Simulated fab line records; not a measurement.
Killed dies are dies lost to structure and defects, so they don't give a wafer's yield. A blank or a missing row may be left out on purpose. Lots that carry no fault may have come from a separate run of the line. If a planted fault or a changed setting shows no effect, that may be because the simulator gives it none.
The tool behind it: which one? :: flow ritCmos :: 15 lots, 45 wafers sampled, at 2 steps of a route of 202

WHAT THE GAUGES READ, wafer by wafer
No reading from a measuring or inspecting step in the record can be judged against a usual standard deviation.

TOOL THAT RAN EACH LOT (tool first, then ch and the chambers of the sampled wafers, then the start)
lot: L224
RIT_PSD_STRIP_09: plasmaAsher-01 ch 0,1, day 3 05:10
RIT_M1_PROBE_99: -

lot: L226
RIT_PSD_STRIP_09: plasmaAsher-01 ch 0,1, day 3 17:07
RIT_M1_PROBE_99: -

lot: L227
RIT_PSD_STRIP_09: plasmaAsher-03 ch 0,1, day 3 19:59
RIT_M1_PROBE_99: -

lot: L228
RIT_PSD_STRIP_09: plasmaAsher-01 ch 0,1, day 3 23:44
RIT_M1_PROBE_99: -

lot: L229
RIT_PSD_STRIP_09: plasmaAsher-01 ch 0, day 4 03:53
RIT_M1_PROBE_99: -

lot: L230
RIT_PSD_STRIP_09: plasmaAsher-03 ch 0,1, day 4 08:08
RIT_M1_PROBE_99: -

lot: L235
RIT_PSD_STRIP_09: plasmaAsher-03 ch 0,1, day 5 09:53
RIT_M1_PROBE_99: prober-02, day 5 18:38

lot: L237
RIT_PSD_STRIP_09: plasmaAsher-03 ch 0,1, day 5 21:34
RIT_M1_PROBE_99: prober-02, day 6 05:43

lot: L239
RIT_PSD_STRIP_09: plasmaAsher-03 ch 0,1, day 6 07:08
RIT_M1_PROBE_99: prober-02, day 6 15:25

lot: L240
RIT_PSD_STRIP_09: plasmaAsher-02 ch 0,1, day 6 12:41
RIT_M1_PROBE_99: -

lot: L241
RIT_PSD_STRIP_09: plasmaAsher-02 ch 0,1, day 6 15:51
RIT_M1_PROBE_99: -

lot: L242
RIT_PSD_STRIP_09: plasmaAsher-01 ch 0,1, day 7 00:31
RIT_M1_PROBE_99: -

lot: L244
RIT_PSD_STRIP_09: plasmaAsher-01 ch 0,1, day 7 10:00
RIT_M1_PROBE_99: -

lot: L246
RIT_PSD_STRIP_09: plasmaAsher-01 ch 0,1, day 7 21:36
RIT_M1_PROBE_99: -

lot: L247
RIT_PSD_STRIP_09: plasmaAsher-02 ch 0,1, day 8 02:02
RIT_M1_PROBE_99: -
- RIT_PSD_STRIP_09: strips in O2, time 180 s.
- RIT_M1_PROBE_99

WHAT THE TOOLS THEMSELVES READ (means of the sampled wafers that have a number; where no wafer has one, the mark that the record gives instead)
RIT_PSD_STRIP_09. Usual: 5.5 A for drypumpMotorCurrentA, sd 0.46.
lot: L224
tool: plasmaAsher-01
drypumpMotorCurrentA (A): 5.4
flag: 

lot: L226
tool: plasmaAsher-01
drypumpMotorCurrentA (A): 5.8
flag: 

lot: L227
tool: plasmaAsher-03
drypumpMotorCurrentA (A): 5.3
flag: 

lot: L228
tool: plasmaAsher-01
drypumpMotorCurrentA (A): 5.4
flag: 

lot: L229
tool: plasmaAsher-01
drypumpMotorCurrentA (A): 6.1
flag: 

lot: L230
tool: plasmaAsher-03
drypumpMotorCurrentA (A): 5.3
flag: 

lot: L235
tool: plasmaAsher-03
drypumpMotorCurrentA (A): 5.3
flag: 

lot: L237
tool: plasmaAsher-03
drypumpMotorCurrentA (A): 5.3
flag: 

lot: L239
tool: plasmaAsher-03
drypumpMotorCurrentA (A): 5.3
flag: 

lot: L240
tool: plasmaAsher-02
drypumpMotorCurrentA (A): 5.5
flag: 

lot: L241
tool: plasmaAsher-02
drypumpMotorCurrentA (A): 5.9
flag: 

lot: L242
tool: plasmaAsher-01
drypumpMotorCurrentA (A): 5.4
flag: 

lot: L244
tool: plasmaAsher-01
drypumpMotorCurrentA (A): 5.8
flag: 

lot: L246
tool: plasmaAsher-01
drypumpMotorCurrentA (A): 5.8
flag: 

lot: L247
tool: plasmaAsher-02
drypumpMotorCurrentA (A): 5.9
flag: 

RIT_M1_PROBE_99. Usual: killedAtContacts 0.1, standard deviation 0.32; killedAtFrontEnd 7, standard deviation 3; killedDies 7, standard deviation 3.1; killedOnRim 1.9, standard deviation 1.5; killedOpen 3.3, standard deviation 1.8; killedShort 3.6, standard deviation 2.
lot: L235
tool: prober-02
killedAtContacts: 0.3
killedAtFrontEnd: 43
killedDies: 44
killedOnRim: 8.0
killedOpen: 3.3
killedShort: 2.0
flag: OFF

lot: L237
tool: prober-02
killedAtContacts: 0.7
killedAtFrontEnd: 44
killedDies: 45
killedOnRim: 8.3
killedOpen: 3.3
killedShort: 5.3
flag: OFF

lot: L239
tool: prober-02
killedAtContacts: 0.0
killedAtFrontEnd: 46
killedDies: 46
killedOnRim: 8.0
killedOpen: 4.0
killedShort: 2.0
flag: OFF

THE ANSWER, worked out from the rows above alone
Rule: take the mean of a lot's wafers that have a number; if it is more than 3 standard deviations from the usual mean, the lot is off. A lot without any number at a reading at which 4 lots or more have one is off too. Any other lot the step has rows for is counted as sound. After the gauges, taken in route order, come the tools' own readings; for these a lot's mean is taken, as printed above. At the first step where some lot is off, the reading lying furthest off is the one used; lots without a number count as furthest.
Off: L235, L237, L239, at RIT_M1_PROBE_99 (killedAtFrontEnd). Neither off nor sound, because the step has no rows for them: L224, L226, L227, L228, L229, L230, L240, L241, L242, L244, L246, L247.
If a tool, at that step or one of the process steps before it, ran each lot that is off and ran no sound lot following the first of them, it fits. Undecided on this evidence; 2 tools fit (plasmaAsher-03 at RIT_PSD_STRIP_09, prober-02 at RIT_M1_PROBE_99).

WHAT THE SIMULATOR PUT IN
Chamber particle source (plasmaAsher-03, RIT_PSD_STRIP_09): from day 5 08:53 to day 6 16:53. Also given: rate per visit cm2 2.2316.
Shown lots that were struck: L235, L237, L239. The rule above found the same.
